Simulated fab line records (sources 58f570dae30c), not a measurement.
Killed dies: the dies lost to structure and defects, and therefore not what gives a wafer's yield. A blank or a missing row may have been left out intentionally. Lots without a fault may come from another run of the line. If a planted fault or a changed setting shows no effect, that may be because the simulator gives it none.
Split-lot trial | flow berkeley-cmos170 | 5 lots, 23 wafers read, on a route of 331 steps

## ABOUT THE SPLIT
At UCB170_NLDD_PEB_04, the setting peb-temp-c was moved away from the recipe's 130 C on 10 of the 23 wafers read, by -2.4% to +2.8%. All remaining wafers had this setting at the recipe value.

## FROM THE SPLIT ON TO THE READING: in between, the file shows 1 step
- UCB170_NLDD_DEVELOP_05: develop time 45 s

## THE READING
cd-nm (nm) at UCB170_NLDD_CD_MEAS_06, where the cd target is 1200 nm. A value of 1199.6 nm with a standard deviation of 1.5 nm is what fault-free wafers of this fab line usually give.

wafer  | tool, chamber at the split | peb-temp-c as run, C | against the recipe | cd-nm, nm | against lot-mates on the recipe
L076.1 | litho-track-02, 0          | 130                  | recipe             | 1201.9    | -
L076.2 | litho-track-02, 0          | 131.7                | +1.3%              | 1210.6    | +9.5
L076.3 | litho-track-02, 0          | 131.7                | +1.3%              | 1209.7    | +8.6
L076.4 | litho-track-02, 0          | 130                  | recipe             | 1199.9    | -
L076.5 | litho-track-02, 0          | 130                  | recipe             | 1201.5    | -
L079.1 | litho-track-04, 0          | 130                  | recipe             | 1199.3    | -
L079.3 | litho-track-04, 0          | 130                  | recipe             | 1199.3    | -
L079.4 | litho-track-04, 0          | 127.5                | -1.9%              | 1180.1    | -19.2
L079.5 | litho-track-04, 0          | 127.5                | -1.9%              | 1179.7    | -19.6
L079.6 | litho-track-04, 0          | 127.5                | -1.9%              | 1180.2    | -19.1
L078.1 | litho-track-02, 0          | 130                  | recipe             | 1201.7    | -
L078.3 | litho-track-02, 0          | 130                  | recipe             | 1200.5    | -
L078.6 | litho-track-02, 0          | 130                  | recipe             | 1200.9    | -
L082.1 | litho-track-04, 0          | 133.6                | +2.8%              | 1222.1    | +21.1
L082.2 | litho-track-04, 0          | 133.6                | +2.8%              | 1223.3    | +22.3
L082.3 | litho-track-04, 0          | 130                  | recipe             | 1201.1    | -
L082.4 | litho-track-04, 0          | 130                  | recipe             | 1201.5    | -
L082.5 | litho-track-04, 0          | 130                  | recipe             | 1200.4    | -
L085.1 | litho-track-03, 0          | 126.9                | -2.4%              | 1174.9    | -23.3
L085.2 | litho-track-03, 0          | 126.9                | -2.4%              | 1175.2    | -23.0
L085.3 | litho-track-03, 0          | 126.9                | -2.4%              | 1175.9    | -22.3
L085.4 | litho-track-03, 0          | 130                  | recipe             | 1198.4    | -
L085.5 | litho-track-03, 0          | 130                  | recipe             | 1198.0    | -

THE FIT
A straight line over all 23 wafers: cd-nm changes by +9.38 nm for each +1% of peb-temp-c; r = +0.99; the points scatter about the line by 1.8 nm.
The same after taking each lot's own level away (the mean of its wafers on the recipe; 23 wafers): +8.83 nm for each +1%; r = +0.99; scatter 1.3 nm.
That fit puts the effect of the largest move of peb-temp-c on the reading at 24 nm.
Measured against the standard deviation above, the lots' own levels, which go from 1198.20 to 1201.10 nm, span 1.9 times it.
Hence the lot-to-lot level has little effect on the slope; both slopes agree.
Check: for one of the wafers moved furthest among these (+2.8%), held out of the fit, the line's prediction against its lot-mates is +24.2 nm. Against them it came out at +21.1 nm.

## OTHER SPLITS ON THESE WAFERS
Note: prior to the reading, these wafers also went through further splits. Each is held against what the fit with the lots' levels taken away leaves over:
other split on the same wafers   | wafers away from the commonest value | r with cd-nm (lot level and that fit taken away)
UCB170_FIELD_WET_ETCH_04 time-s  | 15                                   | +0.07
UCB170_PVT_COAT_01 resist-thk-nm | 7                                    | +0.16

## THE FILE'S OWN FIT
cd-nm changes by +8.72 nm for each +1% of peb-temp-c, r = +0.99.
